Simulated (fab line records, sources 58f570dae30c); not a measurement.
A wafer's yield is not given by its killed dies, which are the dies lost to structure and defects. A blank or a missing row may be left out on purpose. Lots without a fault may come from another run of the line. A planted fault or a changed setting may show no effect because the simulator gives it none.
Lot-split experiment | flow berkeley cmos170 | on a route of 331 steps: 5 lots, 23 wafers read

ABOUT THE SPLIT
At UCB170_CONTACT_CVD_01 (deposits PSG from SiH4/O2/PH3, target thk 700 nm, time 2820 s), the setting temp c was moved away from the recipe's 450 C on 15 of the 23 wafers read, by -1.9% to +1.8%. All remaining wafers had this setting at the recipe value.

No step appears in the file between the split and the reading.

THE READING
CONTACT_PSG_THK, in nm, at UCB170_CONTACT_THK_MEAS_02. On this fab line, fault-free wafers typically give 705 nm with a standard deviation of 9.1 nm.

wafer  | tool, chamber at the split | temp c as run, C | against the recipe | CONTACT_PSG_THK, nm | against lot-mates on the recipe
L079.1 | lpcvd-02, 1                | 450              | recipe             | 716                 | -
L079.3 | lpcvd-02, 1                | 450              | recipe             | 717                 | -
L079.4 | lpcvd-02, 1                | 450              | recipe             | 717                 | -
L082.1 | -, -                       | 458.1            | +1.8%              | 744                 | no lot-mate on the recipe
L082.2 | -, -                       | 458.1            | +1.8%              | 745                 | no lot-mate on the recipe
L082.4 | -, -                       | 458.1            | +1.8%              | 744                 | no lot-mate on the recipe
L082.5 | -, -                       | 458.1            | +1.8%              | 741                 | no lot-mate on the recipe
L082.6 | -, -                       | 458.1            | +1.8%              | 742                 | no lot-mate on the recipe
L081.1 | -, -                       | 456.6            | +1.5%              | 740                 | no lot-mate on the recipe
L081.2 | -, -                       | 456.6            | +1.5%              | 735                 | no lot-mate on the recipe
L081.4 | -, -                       | 456.6            | +1.5%              | 735                 | no lot-mate on the recipe
L081.5 | -, -                       | 456.6            | +1.5%              | 734                 | no lot-mate on the recipe
L081.6 | -, -                       | 456.6            | +1.5%              | 741                 | no lot-mate on the recipe
L084.2 | -, -                       | 441.6            | -1.9%              | 660                 | no lot-mate on the recipe
L084.3 | -, -                       | 441.6            | -1.9%              | 665                 | no lot-mate on the recipe
L084.4 | -, -                       | 441.6            | -1.9%              | 664                 | no lot-mate on the recipe
L084.5 | -, -                       | 441.6            | -1.9%              | 664                 | no lot-mate on the recipe
L084.6 | -, -                       | 441.6            | -1.9%              | 661                 | no lot-mate on the recipe
L085.1 | -, -                       | 450              | recipe             | 716                 | -
L085.2 | -, -                       | 450              | recipe             | 707                 | -
L085.3 | -, -                       | 450              | recipe             | 706                 | -
L085.4 | -, -                       | 450              | recipe             | 713                 | -
L085.5 | -, -                       | 450              | recipe             | 708                 | -

THE FIT
A straight line over all 23 wafers: CONTACT_PSG_THK changes by +21.6 nm for each +1% of temp c; r = +0.99; the points scatter about the line by 5.3 nm.
Too few moved wafers have a lot-mate on the recipe to fit a line with each lot's own level taken away.

THE WHOLE CHAIN: every reading that the file lists as answering this split, in the file's order
step                       | what it does                                                               | reading                                                                       | change (the file's fit)              | r (the file's)
UCB170_CONTACT_CVD_01      | deposits PSG from SiH4/O2/PH3, target thk 700 nm, time 2820 s              | PSG_of_CONTACT_CVD_01.thk nm (the simulator's own value, which no gauge read) | +21.6 nm for each +1% of the setting | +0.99
UCB170_CONTACT_THK_MEAS_02 |                                                                            | CONTACT_PSG_THK                                                               | +21.6 for each +1% of the setting    | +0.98
UCB170_CONTACT_ETCH_18     | etches PSG in CHF3/CF4/Ar, stops on TiSi2, target depth 840 nm, time 195 s | CONTACT.feature depth nm (the simulator's own value, which no gauge read)     | +21.6 nm for each +1% of the setting | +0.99
UCB170_CONTACT_ETCH_18     | etches PSG in CHF3/CF4/Ar, stops on TiSi2, target depth 840 nm, time 195 s | etch.depth nm (the simulator's own value, which no gauge read)                | +21.8 nm for each +1% of the setting | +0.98

THE FILE'S OWN FIT
CONTACT_PSG_THK changes by +21.6 nm for each +1% of temp c, r = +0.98.
